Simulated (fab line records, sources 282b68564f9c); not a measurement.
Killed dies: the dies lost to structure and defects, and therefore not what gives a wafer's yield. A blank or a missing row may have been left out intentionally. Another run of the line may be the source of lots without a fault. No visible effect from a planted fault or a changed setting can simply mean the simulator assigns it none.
fab line records | flow rit-cmos
[record] lots = 14 | wafers = 42 | last-day = 7
route steps=202 shown NWELL@34 NRETRO@61 NSD@141 CONTACT@177 M1@202
lots that met no fault: from a run of the same line without faults
start-h: the number of hours between the record's first day and the start of the first shown wafer of the lot | wait-h: hours from the lot's prior step to this one | " same as the row above | L1.1+2: a row that stands for several wafers | - no value, or no start was given | * or withheld: withheld | < > ~ a bound
route shown NAME@n: NAME is a module with steps in the file, n the number in the route of the first one | usual: average and standard deviation across the fault-free wafers | same: alike in all rows | chamber/n: place in a boat | sites: each site's reading | _std_site: the standard deviation of these | _edge_site: the outer-site mean with the inner-site mean subtracted | radius-mm: for every site, how far away it sits from the centre of the wafer | mask NAME#n: copy n | behind: tool/chamber where the wafer was last shaped | hold: the reason the lot was held/the length of the hold in hours/how it ended | device: names the non-switching transistor (n, p or np) | end of line: the same wafers' tests at the end of the route | step lacking rows: just its recipe | killed: the dies lost at the first sort to structure and to defects; this is not the yield of the wafer | map: per-die view of a wafer (x killed, . not killed, _ where there is no die)
set.NAME: setting as actually run; set.NAME@STEP: the setting as run at that earlier step | model.NAME: the simulator's own value behind a step, which no gauge read
route steps across a sampled set of lots; one table per step, one row per wafer
services: from which hour (start-h, from the record's first day; less than 0 if before it) a tool's chamber was out of use, for how many hours, and why
[[steps]]
[step RIT_NWELL_OVL_MEAS_06]
[usual] NWELL_OVL = 0.0/1.3
lot.wafer | tool       | chamber | start-h | wait-h | NWELL_OVL[nm]
L481.1    | overlay-02 | -       | 21.99   | -      | -1.6
L481.3    | "          | -       | "       | "      | 1.5
L481.6    | "          | -       | "       | "      | 1.4
L482.1    | overlay-02 | -       | 27.29   | -      | 1.3
L482.3    | "          | -       | "       | "      | 0.4
L482.5    | "          | -       | "       | "      | 0.6
L485.1    | overlay-01 | -       | 43.86   | -      | 2.8
L485.2    | "          | -       | "       | "      | -0.3
L485.6    | "          | -       | "       | "      | 1.5
L488.1    | overlay-01 | -       | 63.28   | -      | -1.2
L488.2    | "          | -       | "       | "      | 0.4
L488.3    | "          | -       | "       | "      | 0.2
L489.2    | overlay-01 | -       | 65.32   | -      | 2.0
L489.4    | "          | -       | "       | "      | 1.2
L489.5    | "          | -       | "       | "      | 0.7
L490.3    | overlay-01 | -       | 69.18   | -      | -0.4
L490.5    | "          | -       | "       | "      | -1.9
L490.6    | "          | -       | "       | "      | 1.5
L491.3    | overlay-02 | -       | 73.71   | -      | -0.9
L491.4    | "          | -       | "       | "      | -2.0
L491.6    | "          | -       | "       | "      | -1.2
L495.1    | overlay-01 | -       | 96.49   | -      | -0.9
L495.2    | "          | -       | "       | "      | 0.6
L495.5    | "          | -       | "       | "      | 0.2
L496.2    | overlay-02 | -       | 99.31   | -      | 0.8
L496.3    | "          | -       | "       | "      | 1.1
L496.5    | "          | -       | "       | "      | 1.0
L499.2    | overlay-01 | -       | 113.57  | -      | -2.4
L499.4    | "          | -       | "       | "      | -1.2
L499.5    | "          | -       | "       | "      | -1.1
L500.2    | overlay-01 | -       | 117.09  | -      | 1.9
L500.3    | "          | -       | "       | "      | 1.7
L500.5    | "          | -       | "       | "      | 2.5
L501.2    | overlay-02 | -       | 121.82  | -      | -2.4
L501.3    | "          | -       | "       | "      | 0.8
L501.6    | "          | -       | "       | "      | -1.4
L502.1    | overlay-02 | -       | 127.75  | -      | 1.1
L502.2    | "          | -       | "       | "      | 0.6
L502.4    | "          | -       | "       | "      | 0.5
L503.1    | overlay-02 | -       | 131.74  | -      | -0.5
L503.3    | "          | -       | "       | "      | -2.7
L503.6    | "          | -       | "       | "      | -0.4
[step RIT_NRETRO_IMPLANT_08]
[recipe] species = P | energy-kev = 70 | dose-cm2 = 1e+13 | tilt-deg = 7
[usual] beam-energy-keV = 69.993/0.021 | faraday-current-uA = 31.7/0.62 | tilt-deg = 7.001/0.021
lot.wafer | tool         | chamber | start-h | wait-h | beam-energy-keV | faraday-current-uA | tilt-deg
L481.1    | implanter-03 | 0       | 31.89   | 0.2    | 69.992          | 31.4               | 6.981
L481.3    | "            | 0       | "       | "      | 70.001          | 30.8               | 7.033
L481.6    | "            | 0       | "       | "      | 70.026          | 31.5               | 6.947
L482.1    | implanter-02 | 0       | 36.80   | 0.2    | 69.995          | 32.3               | 7.021
L482.3    | "            | 0       | "       | "      | 69.993          | 30.9               | 6.991
L482.5    | "            | 0       | "       | "      | 69.990          | 30.9               | 6.988
L485.1    | implanter-03 | 0       | 56.13   | 0.2    | 69.993          | 30.7               | 6.993
L485.2    | "            | 0       | "       | "      | 69.944          | 31.9               | 7.017
L485.6    | "            | 0       | "       | "      | 69.997          | 31.4               | 7.019
L488.1    | implanter-02 | 0       | 73.03   | 0.2    | 70.002          | 32.4               | 6.986
L488.2    | "            | 0       | "       | "      | 69.983          | 31.0               | 7.029
L488.3    | "            | 0       | "       | "      | 69.986          | 32.2               | 6.983
L489.2    | implanter-03 | 0       | 75.43   | 0.2    | 69.983          | 31.7               | 7.026
L489.4    | "            | 0       | "       | "      | 69.996          | 31.3               | 7.020
L489.5    | "            | 0       | "       | "      | 69.974          | 31.7               | 7.000
L490.3    | implanter-03 | 0       | 80.09   | 0.2    | 68.223          | 31.6               | 6.995
L490.5    | "            | 0       | "       | "      | 68.230          | 31.2               | 6.987
L490.6    | "            | 0       | "       | "      | 68.215          | 31.0               | 7.005
L491.3    | implanter-03 | 0       | 83.98   | 0.2    | 68.285          | 32.6               | 6.989
L491.4    | "            | 0       | "       | "      | 68.263          | 32.3               | 6.965
L491.6    | "            | 0       | "       | "      | 68.219          | 31.2               | 7.009
L495.1    | implanter-04 | 0       | 105.35  | 0.2    | 70.030          | 31.2               | 6.994
L495.2    | "            | 0       | "       | "      | 69.988          | 32.4               | 6.987
L495.5    | "            | 0       | "       | "      | 69.991          | 31.0               | 6.994
L496.2    | implanter-02 | 0       | 109.24  | 0.2    | 69.993          | 33.0               | 7.004
L496.3    | "            | 0       | "       | "      | 69.992          | 31.7               | 6.996
L496.5    | "            | 0       | "       | "      | 70.003          | 32.9               | 7.037
L499.2    | implanter-04 | 0       | 122.30  | 0.2    | 69.975          | 32.4               | 6.979
L499.4    | "            | 0       | "       | "      | 69.978          | 32.1               | 7.031
L499.5    | "            | 0       | "       | "      | 69.978          | 31.1               | 6.994
L500.2    | implanter-04 | 0       | 127.43  | 0.2    | 69.983          | 31.7               | 7.006
L500.3    | "            | 0       | "       | "      | 69.974          | 33.2               | 6.980
L500.5    | "            | 0       | "       | "      | 69.969          | 31.2               | 7.002
L501.2    | implanter-02 | 0       | 130.55  | 0.2    | 70.005          | 32.6               | 7.021
L501.3    | "            | 0       | "       | "      | 69.998          | 31.6               | 6.966
L501.6    | "            | 0       | "       | "      | 69.984          | 31.6               | 6.982
L502.1    | implanter-02 | 0       | 136.56  | 0.2    | 69.991          | 31.6               | 6.984
L502.2    | "            | 0       | "       | "      | 70.004          | 31.4               | 7.011
L502.4    | "            | 0       | "       | "      | 69.983          | 31.6               | 6.971
L503.1    | implanter-04 | 0       | 141.62  | 0.2    | 69.974          | 31.9               | 7.003
L503.3    | "            | 0       | "       | "      | 69.978          | 31.5               | 6.991
L503.6    | "            | 0       | "       | "      | 69.977          | 32.0               | 6.999
[step RIT_NSD_TW_MEAS_10]
[usual] NSD_TW = 3114/29
lot.wafer | tool          | chamber | start-h | wait-h | NSD_TW
L481.1    | film-metro-04 | -       | 52.41   | 0.1    | 3144
L481.3    | "             | -       | "       | "      | 3143
L481.6    | "             | -       | "       | "      | 3142
L482.1    | film-metro-04 | -       | 58.02   | 0.1    | 3135
L482.3    | "             | -       | "       | "      | 3148
L482.5    | "             | -       | "       | "      | 3130
L485.1    | film-metro-02 | -       | 77.34   | 0.1    | 3093
L485.2    | "             | -       | "       | "      | 3097
L485.6    | "             | -       | "       | "      | 3101
L488.1    | film-metro-02 | -       | 95.04   | 0.1    | 3073
L488.2    | "             | -       | "       | "      | 3089
L488.3    | "             | -       | "       | "      | 3090
L489.2    | film-metro-03 | -       | 97.93   | 0.1    | 3106
L489.4    | "             | -       | "       | "      | 3093
L489.5    | "             | -       | "       | "      | 3109
L490.3    | film-metro-03 | -       | 100.61  | 0.1    | 3098
L490.5    | "             | -       | "       | "      | 3107
L490.6    | "             | -       | "       | "      | 3093
L491.3    | film-metro-03 | -       | 104.80  | 0.1    | 3102
L491.4    | "             | -       | "       | "      | 3104
L491.6    | "             | -       | "       | "      | 3083
L495.1    | film-metro-03 | -       | 125.38  | 0.1    | 3096
L495.2    | "             | -       | "       | "      | 3084
L495.5    | "             | -       | "       | "      | 3101
L496.2    | film-metro-02 | -       | 127.85  | 0.1    | 3109
L496.3    | "             | -       | "       | "      | 3092
L496.5    | "             | -       | "       | "      | 3097
L499.2    | film-metro-04 | -       | 142.71  | 0.1    | 3154
L499.4    | "             | -       | "       | "      | 3157
L499.5    | "             | -       | "       | "      | 3159
L500.2    | film-metro-03 | -       | 144.96  | 0.1    | 3121
L500.3    | "             | -       | "       | "      | 3109
L500.5    | "             | -       | "       | "      | 3120
L501.2    | film-metro-03 | -       | 152.11  | 0.1    | 3112
L501.3    | "             | -       | "       | "      | 3103
L501.6    | "             | -       | "       | "      | 3118
L502.1    | film-metro-03 | -       | 157.16  | 0.1    | 3102
L502.2    | "             | -       | "       | "      | 3111
L502.4    | "             | -       | "       | "      | 3101
L503.1    | film-metro-03 | -       | 159.33  | 0.1    | 3097
L503.3    | "             | -       | "       | "      | 3098
L503.6    | "             | -       | "       | "      | 3105
[step RIT_CONTACT_OVL_MEAS_09]
[usual] CONTACT_OVL = -0.2/1.3
lot.wafer | tool       | chamber | start-h | wait-h | CONTACT_OVL[nm]
L481.1    | overlay-01 | -       | 56.78   | 0.1    | -0.7
L481.3    | "          | -       | "       | "      | -0.5
L481.6    | "          | -       | "       | "      | -1.0
L482.1    | overlay-01 | -       | 62.42   | 0.1    | 0.7
L482.3    | "          | -       | "       | "      | -0.1
L482.5    | "          | -       | "       | "      | -1.8
L485.1    | overlay-01 | -       | 81.66   | 0.1    | -1.5
L485.2    | "          | -       | "       | "      | -0.9
L485.6    | "          | -       | "       | "      | 1.0
L488.1    | overlay-01 | -       | 99.39   | 0.1    | 0.7
L488.2    | "          | -       | "       | "      | 0.9
L488.3    | "          | -       | "       | "      | 1.5
L489.2    | overlay-01 | -       | 102.15  | 0.1    | -0.1
L489.4    | "          | -       | "       | "      | -1.1
L489.5    | "          | -       | "       | "      | -0.1
L490.3    | overlay-02 | -       | 104.97  | 0.1    | -1.2
L490.5    | "          | -       | "       | "      | -0.6
L490.6    | "          | -       | "       | "      | 1.3
L491.3    | overlay-02 | -       | 109.33  | 0.1    | 0.2
L491.4    | "          | -       | "       | "      | 0.1
L491.6    | "          | -       | "       | "      | -0.1
L495.1    | overlay-02 | -       | 129.48  | 0.1    | 1.4
L495.2    | "          | -       | "       | "      | 0.6
L495.5    | "          | -       | "       | "      | 1.8
L496.2    | overlay-02 | -       | 132.27  | 0.1    | -1.2
L496.3    | "          | -       | "       | "      | -1.5
L496.5    | "          | -       | "       | "      | -2.3
L499.2    | overlay-02 | -       | 147.39  | 0.3    | 0.1
L499.4    | "          | -       | "       | "      | 0.6
L499.5    | "          | -       | "       | "      | -0.9
L500.2    | overlay-02 | -       | 149.44  | 0.1    | -0.9
L500.3    | "          | -       | "       | "      | -2.1
L500.5    | "          | -       | "       | "      | -1.7
L501.2    | overlay-01 | -       | 156.63  | 0.1    | 1.3
L501.3    | "          | -       | "       | "      | 0.6
L501.6    | "          | -       | "       | "      | 2.9
L502.1    | overlay-02 | -       | 161.38  | 0.1    | 1.0
L502.2    | "          | -       | "       | "      | -0.3
L502.4    | "          | -       | "       | "      | 0.1
L503.1    | overlay-02 | -       | 163.62  | 0.1    | -2.2
L503.3    | "          | -       | "       | "      | -0.5
L503.6    | "          | -       | "       | "      | -0.5
[step RIT_M1_PROBE_99]
[usual] killed_at_M0_to_M3 = 0.0/0.083 | killed-at-contacts = 0.1/0.36 | killed-at-front-end = 7/3.1 | killed-dies = 7/3.1 | killed-open = 3.6/2.1 | killed-short = 3.2/1.9
[same] gross-dies = 264 | killed_at_M4_up = 0 | killed-at-back-side = 0 | killed-at-other = 0
lot.wafer | tool      | chamber | start-h | wait-h | killed_at_M0_to_M3 | killed-at-contacts | killed-at-front-end | killed-dies | killed-open | killed-short
L481.1    | prober-01 | -       | 62.18   | 0.1    | 0                  | 0                  | 6                   | 6           | 4           | 2
L481.3    | prober-01 | -       | 62.28   | 0.2    | 0                  | 0                  | 6                   | 6           | 1           | 5
L481.6    | prober-01 | -       | 62.43   | 0.2    | 0                  | 0                  | 9                   | 9           | 4           | 5
L482.1    | prober-02 | -       | 68.15   | 0.1    | 0                  | 0                  | 14                  | 14          | 6           | 8
L482.3    | prober-02 | -       | 68.25   | 0.2    | 0                  | 0                  | 11                  | 11          | 5           | 6
L482.5    | prober-02 | -       | 68.35   | 0.2    | 0                  | 0                  | 13                  | 13          | 6           | 7
L485.1    | prober-01 | -       | 86.88   | 0.1    | 0                  | 0                  | 8                   | 8           | 5           | 3
L485.2    | prober-01 | -       | 86.93   | 0.1    | 0                  | 0                  | 6                   | 6           | 5           | 1
L485.6    | prober-01 | -       | 87.13   | 0.2    | 0                  | 0                  | 5                   | 5           | 2           | 3
L488.1    | prober-02 | -       | 104.77  | 0.1    | 0                  | 0                  | 15                  | 15          | 8           | 7
L488.2    | prober-02 | -       | 104.82  | 0.1    | 0                  | 1                  | 4                   | 5           | 3           | 2
L488.3    | prober-02 | -       | 104.87  | 0.2    | 0                  | 2                  | 6                   | 8           | 4           | 4
L489.2    | prober-01 | -       | 107.49  | 0.1    | 0                  | 0                  | 5                   | 5           | 3           | 2
L489.4    | prober-01 | -       | 107.59  | 0.2    | 0                  | 0                  | 8                   | 8           | 4           | 4
L489.5    | prober-01 | -       | 107.64  | 0.2    | 0                  | 1                  | 7                   | 8           | 3           | 5
L490.3    | prober-02 | -       | 110.26  | 0.2    | 0                  | 0                  | 9                   | 9           | 5           | 4
L490.5    | prober-02 | -       | 110.36  | 0.2    | 0                  | 0                  | 13                  | 13          | 7           | 6
L490.6    | prober-02 | -       | 110.41  | 0.2    | 0                  | 0                  | 3                   | 3           | 1           | 2
L491.3    | prober-01 | -       | 114.46  | 0.2    | 0                  | 0                  | 8                   | 8           | 6           | 2
L491.4    | prober-01 | -       | 114.51  | 0.2    | 0                  | 0                  | 5                   | 5           | 3           | 2
L491.6    | prober-01 | -       | 114.61  | 0.2    | 0                  | 0                  | 3                   | 3           | 2           | 1
L495.1    | prober-01 | -       | 134.92  | 0.1    | 0                  | 0                  | 3                   | 3           | 0           | 3
L495.2    | prober-01 | -       | 134.97  | 0.1    | 0                  | 0                  | 11                  | 11          | 3           | 8
L495.5    | prober-01 | -       | 135.12  | 0.2    | 0                  | 0                  | 10                  | 10          | 6           | 4
L496.2    | prober-02 | -       | 137.52  | 0.1    | 0                  | 0                  | 1                   | 1           | 1           | 0
L496.3    | prober-02 | -       | 137.57  | 0.2    | 0                  | 0                  | 1                   | 1           | 0           | 1
L496.5    | prober-02 | -       | 137.67  | 0.2    | 0                  | 0                  | 9                   | 9           | 5           | 4
L499.2    | prober-01 | -       | 152.77  | 0.1    | 0                  | 0                  | 4                   | 4           | 3           | 1
L499.4    | prober-01 | -       | 152.87  | 0.2    | 0                  | 1                  | 2                   | 3           | 2           | 1
L499.5    | prober-01 | -       | 152.92  | 0.2    | 1                  | 0                  | 5                   | 6           | 2           | 4
L500.2    | prober-02 | -       | 154.80  | 0.1    | 0                  | 0                  | 3                   | 3           | 2           | 1
L500.3    | prober-02 | -       | 154.85  | 0.2    | 0                  | 0                  | 4                   | 4           | 2           | 2
L500.5    | prober-02 | -       | 154.95  | 0.2    | 0                  | 0                  | 8                   | 8           | 5           | 3
L501.2    | prober-01 | -       | 161.76  | 0.1    | 0                  | 0                  | 10                  | 10          | 5           | 5
L501.3    | prober-01 | -       | 161.81  | 0.2    | 0                  | 0                  | 7                   | 7           | 2           | 5
L501.6    | prober-01 | -       | 161.96  | 0.2    | 0                  | 0                  | 6                   | 6           | 4           | 2
L502.1    | prober-02 | -       | 166.54  | 0.1    | 0                  | 0                  | 5                   | 5           | 4           | 1
L502.2    | prober-02 | -       | 166.59  | 0.1    | 0                  | 0                  | 2                   | 2           | 0           | 2
L502.4    | prober-02 | -       | 166.69  | 0.2    | 0                  | 0                  | 6                   | 6           | 3           | 3
L503.1    | prober-01 | -       | 168.78  | 0.1    | 0                  | 0                  | 9                   | 9           | 5           | 4
L503.3    | prober-01 | -       | 168.88  | 0.2    | 0                  | 0                  | 2                   | 2           | 1           | 1
L503.6    | prober-01 | -       | 169.03  | 0.2    | 0                  | 1                  | 5                   | 6           | 4           | 2
// killed by level:class
L481.1 SPACER:geometric-particle:open=3 GATE:geometric-particle:short=1 GATE:geometric-particle:open=1 REOX:geometric-particle:short=1
L481.3 GATE:geometric-particle:short=2 ACTIVE:geometric-particle:short=1 FOX2:geometric-particle:open=1 FOX2:geometric-particle:short=1 SPACER:geometric-particle:short=1
L481.6 SPACER:geometric-particle:open=2 FOX1:geometric-particle:short=1 FOX2:geometric-particle:open=1 GATE:geometric-particle:open=1 GATE:geometric-particle:short=1 REOX:geometric-particle:short=1 SPACER:geometric-particle:short=1 SILICIDE:geometric-particle:short=1
L482.1 SPACER:geometric-particle:short=3 SILICIDE:geometric-particle:short=3 GATE:geometric-particle:short=2 REOX:geometric-particle:open=2 FOX1:geometric-particle:open=1 GATE:geometric-particle:open=1 SPACER:geometric-particle:open=1 SILICIDE:geometric-particle:open=1
L482.3 GATE:geometric-particle:short=3 GATE:geometric-particle:open=2 SILICIDE:geometric-particle:short=2 ACTIVE:geometric-particle:open=1 REOX:geometric-particle:open=1 SPACER:geometric-particle:short=1 SILICIDE:geometric-particle:open=1
L482.5 GATE:geometric-particle:short=4 GATE:geometric-particle:open=2 SILICIDE:geometric-particle:open=2 SILICIDE:geometric-particle:short=2 REOX:geometric-particle:open=1 SPACER:geometric-particle:open=1 SPACER:geometric-particle:short=1
L485.1 FOX1:geometric-particle:open=2 GATE:geometric-particle:open=2 SPACER:geometric-particle:short=2 REOX:geometric-particle:short=1 SPACER:geometric-particle:open=1
L485.2 GATE:geometric-particle:open=2 REOX:geometric-particle:open=2 FOX1:geometric-particle:open=1 SPACER:geometric-particle:short=1
L485.6 SILICIDE:geometric-particle:short=2 FOX1:geometric-particle:short=1 GATE:geometric-particle:open=1 SILICIDE:geometric-particle:open=1
L488.1 GATE:geometric-particle:short=4 GATE:geometric-particle:open=3 SPACER:geometric-particle:open=2 FOX1:geometric-particle:short=1 FOX2:geometric-particle:open=1 REOX:geometric-particle:open=1 SPACER:geometric-particle:short=1 SILICIDE:geometric-particle:open=1
L488.2 FOX1:geometric-particle:open=1 REOX:geometric-particle:short=1 SPACER:geometric-particle:open=1 SPACER:geometric-particle:short=1 CONTACT:geometric-particle:open=1
L488.3 GATE:geometric-particle:short=2 REOX:geometric-particle:open=2 FOX1:geometric-particle:open=1 SPACER:geometric-particle:short=1 CONTACT:geometric-particle:open=1 CONTACT:geometric-particle:short=1
L489.2 GATE:geometric-particle:open=3 GATE:geometric-particle:short=2
L489.4 GATE:geometric-particle:open=3 GATE:geometric-particle:short=3 REOX:geometric-particle:open=1 SPACER:geometric-particle:short=1
L489.5 GATE:geometric-particle:open=3 SILICIDE:geometric-particle:short=2 FOX2:geometric-particle:short=1 GATE:geometric-particle:short=1 CONTACT:geometric-particle:short=1
L490.3 FOX1:geometric-particle:open=3 FOX1:geometric-particle:short=2 FOX2:geometric-particle:open=2 FOX2:geometric-particle:short=2
L490.5 GATE:geometric-particle:open=3 GATE:geometric-particle:short=2 SPACER:geometric-particle:short=2 FOX1:geometric-particle:open=1 FOX2:geometric-particle:short=1 REOX:geometric-particle:open=1 SPACER:geometric-particle:open=1 SILICIDE:geometric-particle:open=1
L490.6 FOX1:geometric-particle:open=1 FOX2:geometric-particle:short=1 SILICIDE:geometric-particle:short=1
L491.3 GATE:geometric-particle:open=4 GATE:geometric-particle:short=2 REOX:geometric-particle:open=1 SILICIDE:geometric-particle:open=1
L491.4 GATE:geometric-particle:open=2 GATE:geometric-particle:short=1 REOX:geometric-particle:short=1 REOX:geometric-particle:open=1
L491.6 GATE:geometric-particle:open=2 FOX1:geometric-particle:short=1
L495.1 SPACER:geometric-particle:short=2 SILICIDE:geometric-particle:short=1
L495.2 GATE:geometric-particle:short=4 GATE:geometric-particle:open=3 FOX1:geometric-particle:short=2 FOX2:geometric-particle:short=1 SILICIDE:geometric-particle:short=1
L495.5 GATE:geometric-particle:open=3 FOX1:geometric-particle:open=1 FOX2:geometric-particle:short=1 FOX2:geometric-particle:open=1 GATE:geometric-particle:short=1 REOX:geometric-particle:open=1 SPACER:geometric-particle:short=1 SILICIDE:geometric-particle:short=1
L496.2 FOX1:geometric-particle:open=1
L496.3 FOX1:geometric-particle:short=1
L496.5 GATE:geometric-particle:open=4 GATE:geometric-particle:short=4 SPACER:geometric-particle:open=1
L499.2 FOX1:geometric-particle:open=2 GATE:geometric-particle:open=1 SPACER:geometric-particle:short=1
L499.4 FOX1:geometric-particle:open=1 SPACER:geometric-particle:open=1 CONTACT:geometric-particle:short=1
L499.5 FOX2:geometric-particle:open=1 GATE:geometric-particle:short=1 REOX:geometric-particle:short=1 SPACER:geometric-particle:short=1 SPACER:geometric-particle:open=1 M1:geometric-particle:short=1
L500.2 REOX:geometric-particle:open=2 GATE:geometric-particle:short=1
L500.3 FOX2:geometric-particle:short=1 GATE:geometric-particle:short=1 SPACER:geometric-particle:open=1 SILICIDE:geometric-particle:open=1
L500.5 REOX:geometric-particle:open=2 SPACER:geometric-particle:open=2 FOX1:geometric-particle:short=1 FOX2:geometric-particle:open=1 FOX2:geometric-particle:short=1 GATE:geometric-particle:short=1
L501.2 SILICIDE:geometric-particle:short=3 SPACER:geometric-particle:open=2 FOX1:geometric-particle:open=1 GATE:geometric-particle:open=1 GATE:geometric-particle:short=1 SPACER:geometric-particle:short=1 SILICIDE:geometric-particle:open=1
L501.3 GATE:geometric-particle:short=2 SILICIDE:geometric-particle:short=2 GATE:geometric-particle:open=1 SPACER:geometric-particle:short=1 SILICIDE:geometric-particle:open=1
L501.6 REOX:geometric-particle:open=2 FOX2:geometric-particle:open=1 GATE:geometric-particle:open=1 REOX:geometric-particle:short=1 SPACER:geometric-particle:short=1
L502.1 FOX1:geometric-particle:open=2 GATE:geometric-particle:open=1 GATE:geometric-particle:short=1 SILICIDE:geometric-particle:open=1
L502.2 GATE:geometric-particle:short=2
L502.4 GATE:geometric-particle:open=2 FOX1:geometric-particle:open=1 GATE:geometric-particle:short=1 REOX:geometric-particle:short=1 SPACER:geometric-particle:short=1
L503.1 GATE:geometric-particle:open=5 GATE:geometric-particle:short=2 FOX1:geometric-particle:short=1 REOX:geometric-particle:short=1
L503.3 FOX2:geometric-particle:open=1 GATE:geometric-particle:short=1
L503.6 GATE:geometric-particle:open=2 FOX1:geometric-particle:open=1 REOX:geometric-particle:short=1 SPACER:geometric-particle:open=1 CONTACT:geometric-particle:short=1
[[services]]
tool         | chamber | start-h | hours | kind
implanter-03 | -       | 25.11   | 4.3   | pm
implanter-03 | -       | 38.57   | 3.5   | repair
implanter-03 | -       | 62.72   | 1.9   | repair
implanter-02 | -       | 74.22   | 1.7   | repair
implanter-02 | -       | 141.48  | 14.1  | pm
[[key]]
[first-sign] step = RIT_NRETRO_IMPLANT_08 | reading = beam-energy-keV | direction = down | sigmas = 82 | usual = 69.993 | struck = 68.239
effect none on later readings
met-at RIT_NRETRO_IMPLANT_08
struck-lots L490,L491
tester-left-out L490,L491
not-acting-at RIT_NWELL_OVL_MEAS_06,RIT_NSD_TW_MEAS_10,RIT_CONTACT_OVL_MEAS_09
onset-between 75.43 80.09
[fault] kind = process-parameter-drift | tool = implanter-03 | chamber = - | onset-h = 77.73 | steps = RIT_NRETRO_IMPLANT_08 | channel = energy-kev | offset = -1.7458 | shape = step | end-h = 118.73 | acts-in = these-recipes-only | stated = 70
// tester-left-out: of these lots the tester's yield and bins aren't shown, on N5 and GAA mostly nor the transistor test; their killed dies are dies lost to structure and defects alone, not to doping, threshold or leakage, so they don't give the yield
